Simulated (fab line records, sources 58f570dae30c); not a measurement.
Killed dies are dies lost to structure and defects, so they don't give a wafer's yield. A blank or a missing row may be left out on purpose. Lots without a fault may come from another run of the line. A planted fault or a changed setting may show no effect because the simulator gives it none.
Which tool did it? | flow berkeley_cmos170 | 14 lots, 42 wafers sampled, at 3 steps of a route of 331

WHAT THE GAUGES READ, wafer by wafer
UCB170_ACTIVE_OVL_MEAS_14. Usual: ACTIVE_OVL 3 nm, standard deviation 4.9.
lot  | measured    | on         | ACTIVE_OVL (nm) | flag
L192 | day 5 18:11 | overlay-02 | 1 -1 3          |
L193 | day 5 20:46 | overlay-01 | 4 -4 3          |
L194 | day 5 21:15 | overlay-02 | -4 -4 0         |
L195 | day 5 21:23 | overlay-01 | 8 7 4           |
L196 | day 5 21:32 | overlay-02 | -2 -1 -9        |
L190 | day 5 22:16 | overlay-01 | 8 6 6           |
L197 | day 6 06:29 | overlay-02 | 12 8 14         |
L201 | day 6 14:50 | overlay-02 | 10 -5 2         |
L200 | day 6 15:05 | overlay-01 | 1 -1 0          |
L198 | day 6 15:12 | overlay-02 | 9 13 6          |
L199 | day 7 00:22 | overlay-02 | -3 1 -2         |
L208 | day 8 08:19 | overlay-02 | 0 4 8           |
L209 | day 8 12:23 | overlay-02 | 0 3 0           |
L213 | day 9 06:04 | overlay-02 | -1 7 8          |

UCB170_PFIELD_OVL_MEAS_06. Usual: PFIELD_OVL -2 nm, standard deviation 6.3.
lot  | measured    | on         | PFIELD_OVL (nm) | flag
L192 | day 5 20:31 | overlay-01 | -8 1 5          |
L193 | day 6 00:29 | overlay-01 | -5 -10 -7       |
L194 | day 6 00:22 | overlay-02 | 6 2 6           |
L195 | day 6 00:39 | overlay-02 | 9 2 3           |
L196 | day 6 00:42 | overlay-01 | 9 13 10         |
L190 | day 6 01:13 | overlay-01 | -3 -3 0         |
L197 | day 6 07:52 | overlay-01 | -8 -3 -2        |
L201 | day 6 19:24 | overlay-01 | 3 13 5          |
L200 | day 6 19:19 | overlay-02 | 0 1 -5          |
L198 | day 6 19:07 | overlay-01 | -11 -2 -10      |
L199 | day 7 02:03 | overlay-02 | -7 -10 -6       |
L208 | day 8 12:32 | overlay-01 | 0 1 -3          |
L209 | day 8 17:16 | overlay-01 | -13 -10 -11     |
L213 | day 9 12:43 | overlay-02 | -5 -3 0         |

WHICH TOOL RAN EACH LOT (tool, then ch and the chambers of the sampled wafers, then the start)
lot  | UCB170_ACTIVE_DEVELOP_12
L192 | litho_track-02 ch 0, day 5 17:00
L193 | litho_track-03 ch 0, day 5 20:00
L194 | litho_track-01 ch 0, day 5 21:00
L195 | litho_track-02 ch 0, day 5 21:00
L196 | litho_track-01 ch 0, day 5 21:00
L190 | litho_track-01 ch 0, day 5 22:00
L197 | litho_track-03 ch 0, day 6 06:00
L201 | litho_track-01 ch 0, day 6 14:00
L200 | litho_track-03 ch 0, day 6 14:00
L198 | litho_track-02 ch 0, day 6 14:00
L199 | litho_track-01 ch 0, day 7 00:00
L208 | litho_track-01 ch 0, day 8 08:00
L209 | litho_track-01 ch 0, day 8 12:00
L213 | litho_track-02 ch 0, day 9 05:00
- UCB170_ACTIVE_DEVELOP_12: develop time 45 s.

WHAT THE TOOLS THEMSELVES READ (means of the sampled wafers that have a number; where no wafer has one, the mark that the record gives instead)
UCB170_ACTIVE_DEVELOP_12. Usual: developer_temp_C 21.01 C, standard deviation 0.1.
lot  | tool           | developer_temp_C (C) | flag
L192 | litho_track-02 | 20.86                |
L193 | litho_track-03 | 21.13                |
L194 | litho_track-01 | 21.07                |
L195 | litho_track-02 | 20.93                |
L196 | litho_track-01 | 21.01                |
L190 | litho_track-01 | 20.89                |
L197 | litho_track-03 | 21.04                |
L201 | litho_track-01 | 20.85                |
L200 | litho_track-03 | 21.16                |
L198 | litho_track-02 | 20.93                |
L199 | litho_track-01 | 20.94                |
L208 | litho_track-01 | 20.15                | OFF
L209 | litho_track-01 | 20.07                | OFF
L213 | litho_track-02 | 20.95                |

THE ANSWER, worked out from the rows above alone
Rule: a lot is off if the mean of its wafers that have a number lies more than 3 standard deviations from the usual mean. A lot without any number at a reading at which 4 lots or more have one is off too. The other lots that the step has rows for count as sound. The gauges are gone through in route order, then the tools' own readings, and for those a lot's mean is taken as printed above. The first step at which some lot is off is used, and at that step the reading that is off furthest; a lot without a number counts as furthest.
Off: L208, L209, at UCB170_ACTIVE_DEVELOP_12 (developer_temp_C).
A tool fits if, at that step or a process step before it, it ran every lot that is off, and no sound lot after the first of them. One fits: litho_track-01 at UCB170_ACTIVE_DEVELOP_12. Its last sound lot is L199 (day 7 00:00), its first lot that is off L208 (day 8 08:00): a fault that began between those two fits.
The tool's own readings at UCB170_ACTIVE_DEVELOP_12 bear it out: on the lots that are off they differ by more than 5 times the standard deviation of the sound lots' means. developer_temp_C reads 20.11 C there against 20.98 C on the sound lots.

WHAT THE SIMULATOR HAD PUT IN
Process parameter drift: litho_track-01, from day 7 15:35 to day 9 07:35, at UCB170_ACTIVE_DEVELOP_12. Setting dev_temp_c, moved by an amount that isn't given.
Lots struck among those shown: L208, L209. The rule above found the same.
